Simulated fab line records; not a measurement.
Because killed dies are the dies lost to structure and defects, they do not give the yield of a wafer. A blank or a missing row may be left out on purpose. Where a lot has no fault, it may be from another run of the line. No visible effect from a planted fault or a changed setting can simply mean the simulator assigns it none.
Lot-split experiment	flow rit_cmos	23 wafers read from 5 lots, route of 202 steps

== THE SPLIT ITSELF ==
At RIT_CONTACT_DEVELOP_07 (develop time 120 s), the setting develop_time_s was moved away from the recipe's 120 s on 8 of the 23 wafers read, by -12.7% to +7.4%. For the rest of the wafers, this setting stayed at what the recipe calls for.

== FROM THE SPLIT TO THE READING: what the file shows between them, 4 steps ==
- RIT_CONTACT_CD_MEAS_08: target cd 1000 nm
- RIT_CONTACT_HARDBAKE_10: time 60 s
- RIT_CONTACT_ETCH_11: etches SiO2 in CHF3/CF4/Ar, stops on TiSi2, target depth 480 nm, time 320 s
- RIT_CONTACT_STRIP_12: strips in O2, time 180 s (also split here: time_s)

== THE READING ==
Shown in nm: cd_nm at RIT_CONTACT_CD_MEAS_90, with target cd 1000 nm. Typical for fault-free wafers on this fab line: 1000.2 nm, with standard deviation 2.1 nm.

wafer	tool, chamber at the split	develop_time_s as run, s	against the recipe	cd_nm, nm	against lot-mates on the recipe
L075.2	litho_track-01, 0	120	recipe	998.4	-
L075.3	litho_track-01, 0	120	recipe	999.3	-
L075.4	litho_track-01, 0	120	recipe	998.6	-
L078.1	litho_track-02, 0	120	recipe	1000.1	-
L078.3	litho_track-02, 0	120	recipe	1000.9	-
L078.4	litho_track-02, 0	120	recipe	1001.3	-
L078.5	litho_track-02, 0	120	recipe	1000.5	-
L078.6	litho_track-02, 0	120	recipe	1003.1	-
L081.1	litho_track-04, 0	120	recipe	999.8	-
L081.2	litho_track-04, 0	126.4	+5.3%	1004.3	+3.8
L081.4	litho_track-04, 0	126.4	+5.3%	1004.5	+4.0
L081.5	litho_track-04, 0	120	recipe	1001.2	-
L081.6	litho_track-04, 0	126.4	+5.3%	1001.7	+1.2
L082.1	litho_track-04, 0	128.9	+7.4%	1005.7	+7.6
L082.2	litho_track-04, 0	120	recipe	998.5	-
L082.3	litho_track-04, 0	128.9	+7.4%	1005.1	+7.0
L082.4	litho_track-04, 0	120	recipe	999.1	-
L082.5	litho_track-04, 0	120	recipe	996.7	-
L083.1	litho_track-02, 0	104.7	-12.7%	989.2	-10.1
L083.2	litho_track-02, 0	104.7	-12.7%	989.9	-9.4
L083.4	litho_track-02, 0	120	recipe	998.9	-
L083.5	litho_track-02, 0	104.7	-12.7%	987.4	-11.9
L083.6	litho_track-02, 0	120	recipe	999.7	-

THE FIT
A straight line over all 23 wafers: cd_nm changes by +0.82 nm for each +1% of develop_time_s; r = +0.96; the points scatter about the line by 1.4 nm.
The same after taking each lot's own level away (the mean of its wafers on the recipe; 23 wafers): +0.814 nm for each +1%; r = +0.97; scatter 1.1 nm.
On that fit, the largest move of develop_time_s shifts the reading by 10 nm.
From 998.10 to 1001.18 nm: that is the span of the lots' own levels, equal to 1.5 times the standard deviation above.
Consequently the slope shifts little with the lot-to-lot level, the two slopes agreeing.
Check: with one of the wafers moved furthest among these (-12.7%) left out of the fit, the line predicts -10.6 nm for it against its lot-mates. It came out at -10.1 nm against them.

== THE OTHER SPLITS THESE WAFERS WENT THROUGH ==
These wafers also went through other splits before the reading. Each is held against what the fit with the lots' levels taken away leaves over:
other split on the same wafers	wafers away from the commonest value	r with cd_nm (lot level and that fit taken away)
RIT_GATE_DEVELOP_15 dev_temp_c	6	-0.05
RIT_REOX_OXIDATION_03 ox_time_s	18	+0.32
RIT_NLDD_SOFTBAKE_02 temp_c	8	-0.30
RIT_NLDD_IMPLANT_08 energy_kev	12	+0.25
RIT_NSD_COAT_01 resist_thk_nm	8	+0.06
RIT_NSD_IMPLANT_08 dose_cm2	6	+0.32
RIT_PSD_IMPLANT_08 energy_kev	8	+0.07
RIT_SILICIDE_SPUTTER_01 chamber_pressure_pa	10	+0.04
RIT_CONTACT_STRIP_12 time_s	6	+0.22

== THE WHOLE CHAIN: every reading that the file lists as answering this split, in the file's order ==
step	what it does	reading	change (the file's fit)	r (the file's)
RIT_CONTACT_CD_MEAS_08	target cd 1000 nm	cd_nm	+0.825 nm for each +1% of the setting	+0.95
RIT_CONTACT_ETCH_11	etches SiO2 in CHF3/CF4/Ar, stops on TiSi2, target depth 480 nm, time 320 s	CONTACT.cd_nm (the simulator's own value, which no gauge read)	+0.837 nm for each +1% of the setting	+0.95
RIT_CONTACT_CD_MEAS_90	target cd 1000 nm	cd_nm	+0.828 nm for each +1% of the setting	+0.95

== FILE'S OWN FIT ==
cd_nm changes by +0.828 nm for each +1% of develop_time_s, r = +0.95.
